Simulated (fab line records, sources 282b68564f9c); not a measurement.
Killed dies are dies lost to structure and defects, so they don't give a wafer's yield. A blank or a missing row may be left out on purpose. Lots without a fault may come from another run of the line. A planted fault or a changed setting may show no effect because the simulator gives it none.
Which tool did it? | flow rit_cmos | 13 lots, 39 wafers sampled, at 3 steps of a route of 202

WHAT THE GAUGES READ, wafer by wafer
RIT_SILICIDE_RS_MEAS_02: measures by four-point-probe. Usual: SILICIDE_TI_RS 47.6 ohm/sq, standard deviation 0.93.
lot  | measured    | on            | SILICIDE_TI_RS (ohm/sq) | flag
L105 | day 3 13:16 | film_metro-04 | 49.9 46.5 49.3          |
L106 | day 3 14:49 | film_metro-02 | 47.9 47.4 47.4          |
L108 | day 4 05:12 | film_metro-03 | 47.9 47.9 48.3          |
L110 | day 4 12:52 | film_metro-02 | 46.5 48.7 46.1          |
L111 | day 4 13:01 | film_metro-03 | 48.3 48.9 48.6          |
L112 | day 4 15:18 | film_metro-04 | 48.1 47.4 47.7          |
L114 | day 5 07:21 | film_metro-03 | 48.1 48.1 46.0          |
L115 | day 5 07:34 | film_metro-02 | 47.2 47.4 47.4          |
L116 | day 5 13:49 | film_metro-04 | 47.9 48.3 48.2          |
L118 | day 5 23:49 | film_metro-04 | 48.9 49.0 47.9          |
L122 | day 6 18:08 | film_metro-03 | 47.8 41.7 47.9          |
L125 | day 7 19:25 | film_metro-03 | 47.2 47.9 48.8          |
L128 | day 8 11:28 | film_metro-02 | 46.0 46.3 47.3          |

RIT_SILICIDE_THK_MEAS_03: measures by xrf. Usual: SILICIDE_TI_THK 30.6 nm, standard deviation 0.48.
lot  | measured    | on            | SILICIDE_TI_THK (nm) | flag
L105 | day 3 13:22 | film_metro-04 | 29.2 30.9 29.5       |
L106 | day 3 14:56 | film_metro-02 | 30.3 30.6 30.7       |
L108 | day 4 05:19 | film_metro-03 | 30.6 30.6 30.5       |
L110 | day 4 12:58 | film_metro-02 | 31.0 29.9 31.3       |
L111 | day 4 13:07 | film_metro-03 | 30.2 30.2 30.2       |
L112 | day 4 15:25 | film_metro-04 | 30.1 30.6 30.4       |
L114 | day 5 07:28 | film_metro-03 | 30.5 30.3 31.4       |
L115 | day 5 07:40 | film_metro-02 | 30.7 30.6 30.7       |
L116 | day 5 13:56 | film_metro-04 | 30.3 30.1 30.2       |
L118 | day 5 23:56 | film_metro-04 | 29.7 29.8 30.3       |
L122 | day 6 18:16 | film_metro-03 | 30.7 34.3 30.7       |
L125 | day 7 19:31 | film_metro-03 | 30.8 30.6 30.2       |
L128 | day 8 11:34 | film_metro-02 | 31.5 31.2 30.6       |

WHICH TOOL RAN EACH LOT (tool, then ch and the chambers of the sampled wafers, then the start)
lot  | RIT_SILICIDE_SPUTTER_01
L105 | pvd_sputter-01, day 3 13:05
L106 | pvd_sputter-04, day 3 14:39
L108 | pvd_sputter-04, day 4 05:02
L110 | pvd_sputter-01, day 4 12:40
L111 | pvd_sputter-04, day 4 12:50
L112 | pvd_sputter-03, day 4 15:09
L114 | pvd_sputter-03, day 5 07:11
L115 | pvd_sputter-04, day 5 07:22
L116 | pvd_sputter-04, day 5 13:40
L118 | pvd_sputter-04, day 5 23:40
L122 | pvd_sputter-04, day 6 17:59
L125 | pvd_sputter-01, day 7 19:14
L128 | pvd_sputter-03, day 8 11:16
- RIT_SILICIDE_SPUTTER_01: material Ti, target thk 30 nm, time 240 s.

WHAT THE TOOLS THEMSELVES READ (means of the sampled wafers that have a number; where no wafer has one, the mark that the record gives instead)
RIT_SILICIDE_SPUTTER_01. Usual: cathode_dc_power_W 350.00 W, standard deviation 0.066; throttle_valve_pct 30.3 %, standard deviation 0.82.
lot  | tool           | cathode_dc_power_W (W) | throttle_valve_pct (%) | flag
L105 | pvd_sputter-01 | 349.92                 | 30.4                   |
L106 | pvd_sputter-04 | 350.01                 | 29.9                   |
L108 | pvd_sputter-04 | 350.07                 | 29.8                   |
L110 | pvd_sputter-01 | 350.01                 | 30.0                   |
L111 | pvd_sputter-04 | 350.02                 | 30.8                   |
L112 | pvd_sputter-03 | 350.02                 | 29.7                   |
L114 | pvd_sputter-03 | 349.96                 | 29.9                   |
L115 | pvd_sputter-04 | 350.05                 | 30.9                   |
L116 | pvd_sputter-04 | 350.01                 | 29.6                   |
L118 | pvd_sputter-04 | 350.01                 | 30.9                   |
L122 | pvd_sputter-04 | 349.94                 | 30.0                   |
L125 | pvd_sputter-01 | 350.04                 | 29.9                   |
L128 | pvd_sputter-03 | 349.99                 | 29.5                   |

THE ANSWER, worked out from the rows above alone
Rule: a lot is off if the mean of its wafers that have a number lies more than 3 standard deviations from the usual mean. A lot without any number at a reading at which 4 lots or more have one is off too. The other lots that the step has rows for count as sound. The gauges are gone through in route order, then the tools' own readings, and for those a lot's mean is taken as printed above. The first step at which some lot is off is used, and at that step the reading that is off furthest; a lot without a number counts as furthest.
No lot is off at any reading shown: from this, nothing can be told.

WHAT THE SIMULATOR HAD PUT IN
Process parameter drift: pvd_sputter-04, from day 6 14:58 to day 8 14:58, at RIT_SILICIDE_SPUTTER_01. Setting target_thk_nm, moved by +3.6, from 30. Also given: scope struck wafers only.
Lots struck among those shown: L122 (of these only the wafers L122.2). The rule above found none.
